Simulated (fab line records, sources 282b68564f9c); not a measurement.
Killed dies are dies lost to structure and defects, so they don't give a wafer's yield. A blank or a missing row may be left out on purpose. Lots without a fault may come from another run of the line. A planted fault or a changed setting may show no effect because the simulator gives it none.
A struck lot beside a sound one | flow rit_cmos | 15 steps out of a route of 202
Sound: wafers L500.1, L500.2, L500.3. Struck: wafers L513.1, L513.3, L513.4. The cause comes at the end.
At each step with rows: each side's tool, then ch and its chambers, then its first start. Under that, the readings that differ: sound wafers | struck wafers | difference of the means | sigmas: that difference in standard deviations of wafers without a fault.
alike: readings whose means differ by less than 2 such deviations, and words and numbers that are the same on both sides. not compared: withheld readings, readings that some wafer has no value for, bounds like >300 that may hide the same value, and numbers for which the record gives no deviation and whose values overlap.
The two part at a step that has a row with sigmas, a row that says differs or no value, or rows on one side only. Numbers that don't overlap but have no deviation are shown without sigmas and don't part them. A reading that every wafer of one side lacks parts them only if that side has two wafers or more.

first, 2 steps without rows for these wafers: RIT_REOX_CLEAN_02 (cleans in SC2, time 600 s); RIT_REOX_OXIDATION_03 (target thk 25.2 nm, ox time 5580 s).
RIT_REOX_THK_MEAS_04:
  sound on film_metro-04, day 3 14:55; struck on film_metro-02, day 6 15:25
  alike: REOX_OXIDE_THK
then, 6 steps without rows for these wafers: RIT_NLDD_HMDS_00 (prime time 60 s); RIT_NLDD_COAT_01 (resist thk 1000 nm); RIT_NLDD_SOFTBAKE_02 (time 60 s); RIT_NLDD_EXPOSE_03 (exposes mask M7, target cd 40700 nm); RIT_NLDD_PEB_04; RIT_NLDD_DEVELOP_05 (develop time 50 s).
RIT_NLDD_OVL_MEAS_06:
  sound on overlay-01, day 3 15:49; struck on overlay-02, day 6 16:32
  alike: NLDD_OVL
then, 2 steps without rows for these wafers: RIT_NLDD_HARDBAKE_07 (time 60 s); RIT_NLDD_IMPLANT_08.
RIT_NLDD_STRIP_09: strips in O2, time 180 s.
  sound on plasma_asher-03 ch 0,1, day 3 16:10; struck on plasma_asher-04 ch 0,1, day 6 16:52
  reading                        | sound          | struck         | difference | sigmas
  chamber_pressure_mTorr (mTorr) | 3996 4002 3995 | 1997 1996 2001 | -2000      | -99 or more
  alike: drypump_motor_current_A
  not compared: rf_hours_counter_h
RIT_NLDD_TW_MEAS_10:
  sound on film_metro-03, day 3 16:20; struck on film_metro-03, day 6 17:02
  alike: NLDD_TW
RIT_M1_PROBE_99:
  sound on prober-02, day 4 07:19; struck on prober-01, day 7 08:12
  alike: killed_at_contacts, killed_at_front_end, killed_dies, killed_open, killed_short

WHERE THEY PART
Only at RIT_NLDD_STRIP_09, within this record. Later steps at which nothing parts them and some readings are alike: RIT_NLDD_TW_MEAS_10, RIT_M1_PROBE_99.

WHY: what the simulator had put in
Process parameter drift: plasma_asher-04, from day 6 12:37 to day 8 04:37, at RIT_NLDD_STRIP_09. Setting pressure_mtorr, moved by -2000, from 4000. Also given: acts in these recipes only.
